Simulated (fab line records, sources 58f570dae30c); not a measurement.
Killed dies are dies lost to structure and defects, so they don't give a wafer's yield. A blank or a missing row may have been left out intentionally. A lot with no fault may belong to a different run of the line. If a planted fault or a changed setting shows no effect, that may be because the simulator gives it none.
fab line records -- flow berkeleyCmos170
[record] lots = 7, wafers = 21, lastDay = 11
route steps=331 shown PSD@178 NSD@187
lots that met no fault: taken from a fault-free run of the same line
startH: start of the lot's first displayed wafer, in hours after the record's first day -- waitH: time in hours since the lot's previous step -- " repeats the value in the row above -- L1.1+2: a row that stands for several wafers -- - no value, or no start was given -- * or withheld: withheld -- < > ~ a bound
route shown NAME@n: NAME is a module with steps in the file, n the number in the route of the first one -- usual: mean and standard deviation over wafers with no fault -- same: alike in all rows -- chamber/n: place in a boat -- sites: each site's reading -- _std_site: the values' standard deviation -- _edge_site: the outer-site mean with the inner-site mean subtracted -- radiusMm: how far each site lies from the wafer's centre -- mask NAME#n: copy n -- behind: the tool/chamber that last shaped the wafer -- hold: why the lot went on hold/how many hours it stayed there/how the hold came to an end -- device: names the non-switching transistor (n, p or np) -- end of line: the tests these same wafers got at the end of their route -- a step given without rows: its recipe and nothing more -- killed: dies that structure and defects cost at the first sort, which is not the same as the wafer's yield -- map: dies across one wafer; x = killed, . = not, _ = none there
set.NAME: setting as actually run; set.NAME@STEP: the setting as run at that earlier step -- model.NAME: the simulator's own value behind a step, which no gauge read
a table for each step, a row for each wafer; lots at some steps of the route
services: from which hour (startH, from the record's first day; less than 0 if before it) a tool's chamber was out of use, for how many hours, and why
[[steps]]
[step UCB170_PSD_EXPOSE_03]
[recipe] maskId = PSELECT_MOD, na = 0.5, sigmaOuter = 0.6, sourceShape = conventional, targetCdNm = 1200, doseMj = 30
[step UCB170_PSD_PEB_04]
[recipe] pebTempC = 130, pebTimeS = withheld, resist = KrF
[step UCB170_PSD_DEVELOP_05]
[recipe] developer = TMAH, developTimeS = 45, resist = KrF, devTempC = 21
[step UCB170_PSD_CD_MEAS_06]
[recipe] targetCdNm = 1200
[usual] cdNm = 1200.3/1.4
lot.wafer,tool,chamber,startH,waitH,cdNm
L277.1,cdSem-02,-,148.13,-,1199.9
L277.3,cdSem-02,-,148.13,-,1201.0
L277.4,cdSem-02,-,148.13,-,1200.6
L279.3,cdSem-02,-,148.44,-,1198.9
L279.4,cdSem-02,-,148.44,-,1199.9
L279.6,cdSem-02,-,148.44,-,1200.0
L280.2,cdSem-01,-,161.81,-,1200.4
L280.5,cdSem-01,-,161.81,-,1201.3
L280.6,cdSem-01,-,161.81,-,1199.9
L281.2,cdSem-02,-,161.97,-,1199.3
L281.5,cdSem-02,-,161.97,-,1199.3
L281.6,cdSem-02,-,161.97,-,1198.4
L282.1,cdSem-01,-,169.73,-,1201.2
L282.3,cdSem-01,-,169.73,-,1201.4
L282.4,cdSem-01,-,169.73,-,1200.9
L293.2,cdSem-02,-,231.61,-,1198.0
L293.3,cdSem-02,-,231.61,-,1196.7
L293.6,cdSem-02,-,231.61,-,1197.5
L294.2,cdSem-02,-,234.72,-,1200.9
L294.4,cdSem-02,-,234.72,-,1201.3
L294.6,cdSem-02,-,234.72,-,1202.4
[step UCB170_PSD_OVL_MEAS_07]
[usual] PSD_OVL = 1/5
lot.wafer,tool,chamber,startH,waitH,PSD_OVL[nm]
L277.1,overlay-02,-,148.25,0.1,-5
L277.3,overlay-02,-,148.25,0.1,1
L277.4,overlay-02,-,148.25,0.1,0
L279.3,overlay-02,-,148.54,0.1,-2
L279.4,overlay-02,-,148.54,0.1,2
L279.6,overlay-02,-,148.54,0.1,4
L280.2,overlay-02,-,161.92,0.1,3
L280.5,overlay-02,-,161.92,0.1,3
L280.6,overlay-02,-,161.92,0.1,4
L281.2,overlay-01,-,162.08,0.1,7
L281.5,overlay-01,-,162.08,0.1,5
L281.6,overlay-01,-,162.08,0.1,0
L282.1,overlay-02,-,169.85,0.1,-3
L282.3,overlay-02,-,169.85,0.1,0
L282.4,overlay-02,-,169.85,0.1,-6
L293.2,overlay-02,-,231.71,0.1,-7
L293.3,overlay-02,-,231.71,0.1,-9
L293.6,overlay-02,-,231.71,0.1,-3
L294.2,overlay-02,-,234.83,0.1,0
L294.4,overlay-02,-,234.83,0.1,-4
L294.6,overlay-02,-,234.83,0.1,-4
[step UCB170_PSD_IMPLANT_08]
[recipe] species = B, doseCm2 = 3e+15, energyKev = 20, tiltDeg = 7
[step UCB170_PSD_STRIP_09]
[recipe] chemistry = O2, powerW = 400, pressureMtorr = 3500, platenTempC = withheld, o2FlowSccm = 400, overashFraction = 0.5
[usual] drypumpMotorCurrentA = 5.56/0.17, oesProductAu = 0.601/0.0042, stripTimeToEndpointS = 29.44/0.077
lot.wafer,tool,chamber,startH,waitH,drypumpMotorCurrentA,oesProductAu,rfHoursCounterH,stripTimeToEndpointS
L277.1,plasmaAsher-03,0,148.44,0.1,5.60,0.603,39,29.48
L277.3,plasmaAsher-03,0,148.44,0.1,5.61,0.590,-,29.42
L277.4,plasmaAsher-03,1,148.44,0.1,5.52,0.596,-,29.40
L279.3,plasmaAsher-02,1,148.74,0.1,5.20,0.604,-,29.56
L279.4,plasmaAsher-02,0,148.74,0.1,5.72,0.607,-,29.60
L279.6,plasmaAsher-02,0,148.74,0.1,5.69,0.596,-,29.54
L280.2,plasmaAsher-03,0,162.10,0.1,5.65,0.599,41,29.36
L280.5,plasmaAsher-03,0,162.10,0.1,5.61,0.605,-,29.44
L280.6,plasmaAsher-03,1,162.10,0.1,5.55,0.601,-,29.35
L281.2,plasmaAsher-01,0,162.26,0.1,5.67,0.601,6,29.56
L281.5,plasmaAsher-01,1,162.26,0.1,5.61,0.592,-,29.52
L281.6,plasmaAsher-01,0,162.26,0.1,5.67,0.606,-,29.48
L282.1,plasmaAsher-03,1,170.03,0.1,5.54,0.612,42,29.41
L282.3,plasmaAsher-03,0,170.03,0.1,5.58,0.605,-,29.57
L282.4,plasmaAsher-03,1,170.03,0.1,5.56,0.606,-,29.49
L293.2,plasmaAsher-01,0,231.89,0.1,5.62,0.596,13,29.56
L293.3,plasmaAsher-01,1,231.89,0.1,5.66,0.600,-,29.42
L293.6,plasmaAsher-01,0,231.89,0.1,5.64,0.605,-,29.45
L294.2,plasmaAsher-02,0,235.01,0.1,5.72,0.597,52,29.51
L294.4,plasmaAsher-02,0,235.01,0.1,5.70,0.600,-,29.32
L294.6,plasmaAsher-02,1,235.01,0.1,5.16,0.594,-,29.35
[step UCB170_PSD_TW_MEAS_10]
[usual] PSD_TW = 2316/22
lot.wafer,tool,chamber,startH,waitH,PSD_TW
L277.1,filmMetro-04,-,148.54,0.1,2348
L277.3,filmMetro-04,-,148.54,0.1,2368
L277.4,filmMetro-04,-,148.54,0.1,2369
L279.3,filmMetro-03,-,148.83,0.1,2309
L279.4,filmMetro-03,-,148.83,0.1,2282
L279.6,filmMetro-03,-,148.83,0.1,2302
L280.2,filmMetro-04,-,162.21,0.1,2356
L280.5,filmMetro-04,-,162.21,0.1,2359
L280.6,filmMetro-04,-,162.21,0.1,2338
L281.2,filmMetro-03,-,162.37,0.1,2283
L281.5,filmMetro-03,-,162.37,0.1,2299
L281.6,filmMetro-03,-,162.37,0.1,2297
L282.1,filmMetro-03,-,170.13,0.1,2292
L282.3,filmMetro-03,-,170.13,0.1,2303
L282.4,filmMetro-03,-,170.13,0.1,2299
L293.2,filmMetro-03,-,232.00,0.1,2312
L293.3,filmMetro-03,-,232.00,0.1,2310
L293.6,filmMetro-03,-,232.00,0.1,2307
L294.2,filmMetro-03,-,235.12,0.1,2292
L294.4,filmMetro-03,-,235.12,0.1,2294
L294.6,filmMetro-03,-,235.12,0.1,2299
[step UCB170_PSD_CLEAN_11]
[recipe] chemistry = SPM, tempC = 120, timeS = 600
[step UCB170_NSD_HMDS_00]
[recipe] primeTimeS = 60, primeTempC = 100
[step UCB170_NSD_COAT_01]
[recipe] resist = KrF, spinRpm = 1500, resistThkNm = 900
[step UCB170_NSD_SOFTBAKE_02]
[recipe] resist = KrF, tempC = 130, timeS = 60
[step UCB170_NSD_EXPOSE_03]
[recipe] maskId = NSELECT_MOD, na = 0.5, sigmaOuter = 0.6, sourceShape = conventional, targetCdNm = 1200, doseMj = 30
[usual] exposureDoseMJCm2 = 29.98/0.034, focusOffsetNm = 0.1/0.53, na = 0.5/0, reticleTempC = 22.99/0.1
lot.wafer,tool,chamber,startH,waitH,mask,exposureDoseMJCm2,focusOffsetNm,na,reticleTempC
L277.1,krfScanner-02,0,149.78,0.3,NSELECT_MOD#0,29.98,0.3,0.5,23.01
L277.3,krfScanner-02,0,149.78,0.3,NSELECT_MOD#0,29.94,0.6,0.5,23.09
L277.4,krfScanner-02,0,149.78,0.3,NSELECT_MOD#0,29.98,-0.5,0.5,23.06
L279.3,krfScanner-01,0,150.06,0.3,NSELECT_MOD#0,29.99,0.0,0.5,22.97
L279.4,krfScanner-01,0,150.06,0.3,NSELECT_MOD#0,29.94,0.5,0.5,23.02
L279.6,krfScanner-01,0,150.06,0.3,NSELECT_MOD#0,29.97,-0.3,0.5,22.99
L280.2,krfScanner-02,-,163.04,0.2,NSELECT_MOD#0,-,-,-,-
L280.5,krfScanner-02,-,163.04,0.2,NSELECT_MOD#0,-,-,-,-
L280.6,krfScanner-02,-,163.04,0.2,NSELECT_MOD#0,-,-,-,-
L281.2,krfScanner-02,-,163.16,0.2,NSELECT_MOD#0,-,-,-,-
L281.5,krfScanner-02,-,163.16,0.2,NSELECT_MOD#0,-,-,-,-
L281.6,krfScanner-02,-,163.16,0.2,NSELECT_MOD#0,-,-,-,-
L282.1,krfScanner-01,-,171.37,0.4,NSELECT_MOD#0,-,-,-,-
L282.3,krfScanner-01,-,171.37,0.4,NSELECT_MOD#0,-,-,-,-
L282.4,krfScanner-01,-,171.37,0.4,NSELECT_MOD#0,-,-,-,-
L293.2,krfScanner-01,0,233.21,0.3,NSELECT_MOD#0,29.97,1.1,0.5,23.04
L293.3,krfScanner-01,0,233.21,0.3,NSELECT_MOD#0,29.92,-0.6,0.5,22.98
L293.6,krfScanner-01,0,233.21,0.3,NSELECT_MOD#0,29.93,-0.3,0.5,22.92
L294.2,krfScanner-01,0,236.52,0.1,NSELECT_MOD#0,30.00,-0.6,0.5,22.84
L294.4,krfScanner-01,0,236.52,0.1,NSELECT_MOD#0,29.96,-0.2,0.5,22.91
L294.6,krfScanner-01,0,236.52,0.1,NSELECT_MOD#0,29.98,0.0,0.5,22.90
[step UCB170_NSD_PEB_04]
[recipe] pebTempC = 130, pebTimeS = withheld, resist = KrF
[[services]]
tool,chamber,startH,hours,kind
krfScanner-01,-,141.64,1.3,pm
krfScanner-02,-,142.94,1.3,pm
plasmaAsher-02,-,143.11,0.6,repair
krfScanner-02,-,156.65,1.3,repair
krfScanner-01,-,158.06,4.0,pm
krfScanner-02,-,170.65,0.9,repair
krfScanner-02,-,173.43,1.0,pm
krfScanner-01,-,216.54,1.0,pm
krfScanner-02,-,232.67,0.8,pm
[[key]]
[firstSign] step = UCB170_NSD_EXPOSE_03, reading = toolRecord, direction = missing
effect none on later readings
metAt UCB170_NSD_EXPOSE_03
struckWafers L280.2,L280.5,L280.6,L281.2,L281.5,L281.6,L282.1,L282.3,L282.4
sortLeftOut L280.2,L280.5,L280.6,L281.2,L281.5,L281.6,L282.1,L282.3,L282.4
testerLeftOut L280,L281,L282
onsetBetween 150.06 163.04
[fault] kind = skippedStepWhole, tool = krfScanner-01,krfScanner-02, chamber = -, onsetH = 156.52, steps = UCB170_NSD_EXPOSE_03, scope = struckLotsOnly
// testerLeftOut: of these lots the tester's yield and bins aren't shown, on N5 and GAA mostly nor the transistor test; their killed dies are dies lost to structure and defects alone, not to doping, threshold or leakage, so they don't give the yield
// sortLeftOut: the simulated sort isn't trusted on such a fault, so these wafers' sort isn't shown, and their yield isn't known
